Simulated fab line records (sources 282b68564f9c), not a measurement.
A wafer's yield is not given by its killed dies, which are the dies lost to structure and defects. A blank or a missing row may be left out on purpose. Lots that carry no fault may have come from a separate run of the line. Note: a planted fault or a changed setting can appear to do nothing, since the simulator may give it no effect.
Lot-split experiment    flow rit cmos    23 wafers read from 5 lots, route of 202 steps

ON THE SPLIT
At RIT_ACTIVE_CVD_03 (deposits Si3N4 from SiH2Cl2/NH3, target thk 150 nm, time 1500 s), the setting time s was moved away from the recipe's 1500 s on 20 of the 23 wafers read, by -15.0% to -11.5%. All remaining wafers had this setting at the recipe value.

Between the split and the reading, the file records no step.

THE READING
ACTIVE_NITRIDE_THK, in nm, at RIT_ACTIVE_THK_MEAS_04. A value of 150.1 nm with a standard deviation of 1 nm is what fault-free wafers of this fab line usually give.

wafer   tool, chamber at the split  time s as run, s  against the recipe  ACTIVE_NITRIDE_THK, nm  against lot-mates on the recipe
L074.1  -, -                        1328              -11.5%              132.8                   no lot-mate on the recipe
L074.2  -, -                        1328              -11.5%              132.8                   no lot-mate on the recipe
L074.4  -, -                        1328              -11.5%              133.6                   no lot-mate on the recipe
L074.5  -, -                        1328              -11.5%              132.1                   no lot-mate on the recipe
L074.6  -, -                        1328              -11.5%              132.7                   no lot-mate on the recipe
L075.1  lpcvd-02, 0                 1500              recipe              150.3                   -
L075.2  lpcvd-02, 0                 1500              recipe              149.8                   -
L075.5  lpcvd-02, 0                 1500              recipe              151.2                   -
L077.1  -, -                        1287              -14.2%              127.3                   no lot-mate on the recipe
L077.2  -, -                        1287              -14.2%              126.9                   no lot-mate on the recipe
L077.3  -, -                        1287              -14.2%              128.8                   no lot-mate on the recipe
L077.4  -, -                        1287              -14.2%              128.8                   no lot-mate on the recipe
L077.6  -, -                        1287              -14.2%              127.4                   no lot-mate on the recipe
L084.1  -, -                        1280              -14.7%              129.2                   no lot-mate on the recipe
L084.2  -, -                        1280              -14.7%              130.6                   no lot-mate on the recipe
L084.4  -, -                        1280              -14.7%              130.0                   no lot-mate on the recipe
L084.5  -, -                        1280              -14.7%              130.8                   no lot-mate on the recipe
L084.6  -, -                        1280              -14.7%              129.5                   no lot-mate on the recipe
L085.1  -, -                        1275              -15.0%              126.5                   no lot-mate on the recipe
L085.2  -, -                        1275              -15.0%              127.7                   no lot-mate on the recipe
L085.4  -, -                        1275              -15.0%              127.1                   no lot-mate on the recipe
L085.5  -, -                        1275              -15.0%              128.2                   no lot-mate on the recipe
L085.6  -, -                        1275              -15.0%              127.1                   no lot-mate on the recipe

THE FIT
A straight line over all 23 wafers: ACTIVE_NITRIDE_THK changes by +1.5 nm for each +1% of time s; r = +0.99; the points scatter about the line by 1.2 nm.
Too few moved wafers have a lot-mate on the recipe to fit a line with each lot's own level taken away.

THE WHOLE CHAIN: every reading that the file lists as answering this split, in the file's order
step                    what it does                                                         reading                                                                         change (the file's fit)               r (the file's)
RIT_ACTIVE_CVD_03       deposits Si3N4 from SiH2Cl2/NH3, target thk 150 nm, time 1500 s      Si3N4_of_ACTIVE_CVD_03.thk nm (the simulator's own value, which no gauge read)  +1.5 nm for each +1% of the setting   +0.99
RIT_ACTIVE_THK_MEAS_04                                                                       ACTIVE_NITRIDE_THK                                                              +1.5 for each +1% of the setting      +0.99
RIT_ACTIVE_ETCH_13      etches Si3N4 in SF6, stops on SiO2, time 210 s, target depth 210 nm  ACTIVE.feature depth nm (the simulator's own value, which no gauge read)        +1.51 nm for each +1% of the setting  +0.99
RIT_ACTIVE_ETCH_13      etches Si3N4 in SF6, stops on SiO2, time 210 s, target depth 210 nm  etch.depth nm (the simulator's own value, which no gauge read)                  +1.5 nm for each +1% of the setting   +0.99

FILE'S OWN FIT
ACTIVE_NITRIDE_THK changes by +1.5 nm for each +1% of time s, r = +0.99.
